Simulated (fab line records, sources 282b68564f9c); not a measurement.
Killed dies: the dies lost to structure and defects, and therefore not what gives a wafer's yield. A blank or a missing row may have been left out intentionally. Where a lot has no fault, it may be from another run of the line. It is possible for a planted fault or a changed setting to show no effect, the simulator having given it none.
Split-lot trial :: flow rit cmos :: on a route of 202 steps: 5 lots, 23 wafers read

## THE SPLIT ITSELF
At RIT_NLDD_IMPLANT_08, the setting energy kev was moved away from the recipe's 20 on 7 of the 23 wafers read, by -3.9% to +4.9%. The other wafers ran this setting at the recipe's value.

The split's own step is where the reading is taken.

## THE READING
implant.drp nm (the simulator's own value, which no gauge read), in nm, at RIT_NLDD_IMPLANT_08. No usual value for it is given in the file.

wafer: L074.1
tool, chamber at the split: implanter-03, 0
energy kev as run: 20
against the recipe: recipe
implant.drp nm, nm: 12.97
against lot-mates on the recipe: -

wafer: L074.3
tool, chamber at the split: implanter-03, 0
energy kev as run: 20
against the recipe: recipe
implant.drp nm, nm: 12.97
against lot-mates on the recipe: -

wafer: L074.6
tool, chamber at the split: implanter-03, 0
energy kev as run: 20
against the recipe: recipe
implant.drp nm, nm: 12.97
against lot-mates on the recipe: -

wafer: L074.4
tool, chamber at the split: implanter-03, 0
energy kev as run: 19.22
against the recipe: -3.9%
implant.drp nm, nm: 12.66
against lot-mates on the recipe: -0.31

wafer: L074.5
tool, chamber at the split: implanter-03, 0
energy kev as run: 19.22
against the recipe: -3.9%
implant.drp nm, nm: 12.66
against lot-mates on the recipe: -0.31

wafer: L078.2
tool, chamber at the split: implanter-03, 0
energy kev as run: 20
against the recipe: recipe
implant.drp nm, nm: 12.97
against lot-mates on the recipe: -

wafer: L078.4
tool, chamber at the split: implanter-03, 0
energy kev as run: 20
against the recipe: recipe
implant.drp nm, nm: 12.97
against lot-mates on the recipe: -

wafer: L078.6
tool, chamber at the split: implanter-03, 0
energy kev as run: 20
against the recipe: recipe
implant.drp nm, nm: 12.97
against lot-mates on the recipe: -

wafer: L079.1
tool, chamber at the split: implanter-03, 0
energy kev as run: 20
against the recipe: recipe
implant.drp nm, nm: 12.97
against lot-mates on the recipe: -

wafer: L079.2
tool, chamber at the split: implanter-03, 0
energy kev as run: 20
against the recipe: recipe
implant.drp nm, nm: 12.97
against lot-mates on the recipe: -

wafer: L079.3
tool, chamber at the split: implanter-03, 0
energy kev as run: 20
against the recipe: recipe
implant.drp nm, nm: 12.97
against lot-mates on the recipe: -

wafer: L079.4
tool, chamber at the split: implanter-03, 0
energy kev as run: 20
against the recipe: recipe
implant.drp nm, nm: 12.97
against lot-mates on the recipe: -

wafer: L079.5
tool, chamber at the split: implanter-03, 0
energy kev as run: 20
against the recipe: recipe
implant.drp nm, nm: 12.97
against lot-mates on the recipe: -

wafer: L081.1
tool, chamber at the split: implanter-03, 0
energy kev as run: 20
against the recipe: recipe
implant.drp nm, nm: 12.97
against lot-mates on the recipe: -

wafer: L081.4
tool, chamber at the split: implanter-03, 0
energy kev as run: 20
against the recipe: recipe
implant.drp nm, nm: 12.97
against lot-mates on the recipe: -

wafer: L081.2
tool, chamber at the split: implanter-03, 0
energy kev as run: 19.68
against the recipe: -1.6%
implant.drp nm, nm: 12.84
against lot-mates on the recipe: -0.13

wafer: L081.5
tool, chamber at the split: implanter-03, 0
energy kev as run: 19.68
against the recipe: -1.6%
implant.drp nm, nm: 12.84
against lot-mates on the recipe: -0.13

wafer: L081.6
tool, chamber at the split: implanter-03, 0
energy kev as run: 19.68
against the recipe: -1.6%
implant.drp nm, nm: 12.84
against lot-mates on the recipe: -0.13

wafer: L084.1
tool, chamber at the split: implanter-03, 0
energy kev as run: 20
against the recipe: recipe
implant.drp nm, nm: 12.97
against lot-mates on the recipe: -

wafer: L084.2
tool, chamber at the split: implanter-03, 0
energy kev as run: 20
against the recipe: recipe
implant.drp nm, nm: 12.97
against lot-mates on the recipe: -

wafer: L084.4
tool, chamber at the split: implanter-03, 0
energy kev as run: 20
against the recipe: recipe
implant.drp nm, nm: 12.97
against lot-mates on the recipe: -

wafer: L084.3
tool, chamber at the split: implanter-03, 0
energy kev as run: 20.98
against the recipe: +4.9%
implant.drp nm, nm: 13.35
against lot-mates on the recipe: +0.38

wafer: L084.6
tool, chamber at the split: implanter-03, 0
energy kev as run: 20.98
against the recipe: +4.9%
implant.drp nm, nm: 13.35
against lot-mates on the recipe: +0.38

THE FIT
A straight line over all 23 wafers: implant.drp nm changes by +0.0785 nm for each +1% of energy kev; r = +1.00; the points scatter about the line by 0.0021 nm.
The same after taking each lot's own level away (the mean of its wafers on the recipe; 23 wafers): +0.0785 nm for each +1%; r = +1.00; scatter 0.0021 nm.
On that fit, the largest move of energy kev shifts the reading by 0.38 nm.
The lots' own levels span 12.970 to 12.970 nm.
The two slopes agree, so the slope changes little with the lot-to-lot level.
Check: for one of the wafers moved furthest among these (+4.9%), held out of the fit, the line's prediction against its lot-mates is +0.385 nm. It came out at +0.38 nm against them.

## FURTHER SPLITS ON THESE WAFERS
These wafers also went through other splits before the reading. Each is held against what the fit with the lots' levels taken away leaves over:
other split on the same wafers: RIT_NWELL_COAT_01 spin rpm
wafers away from the commonest value: 5
r with implant.drp nm (lot level and that fit taken away): -0.15

other split on the same wafers: RIT_NWELL_IMPLANT_08 energy kev
wafers away from the commonest value: 9
r with implant.drp nm (lot level and that fit taken away): -0.17

other split on the same wafers: RIT_PWELL_IMPLANT_08 dose cm2
wafers away from the commonest value: 8
r with implant.drp nm (lot level and that fit taken away): +0.32

other split on the same wafers: RIT_NRETRO_SOFTBAKE_02 temp c
wafers away from the commonest value: 8
r with implant.drp nm (lot level and that fit taken away): +0.10

other split on the same wafers: RIT_PRETRO_IMPLANT_08 energy kev
wafers away from the commonest value: 7
r with implant.drp nm (lot level and that fit taken away): -0.03

other split on the same wafers: RIT_GATE_EXPOSE_13 dose mj
wafers away from the commonest value: 7
r with implant.drp nm (lot level and that fit taken away): -0.37

other split on the same wafers: RIT_GATE_DEVELOP_15 develop time s
wafers away from the commonest value: 8
r with implant.drp nm (lot level and that fit taken away): +0.05

other split on the same wafers: RIT_REOX_OXIDATION_03 ox time s
wafers away from the commonest value: 15
r with implant.drp nm (lot level and that fit taken away): +0.39

## THE FILE'S OWN FIT
implant.drp nm changes by +0.0781 nm for each +1% of energy kev, r = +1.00.
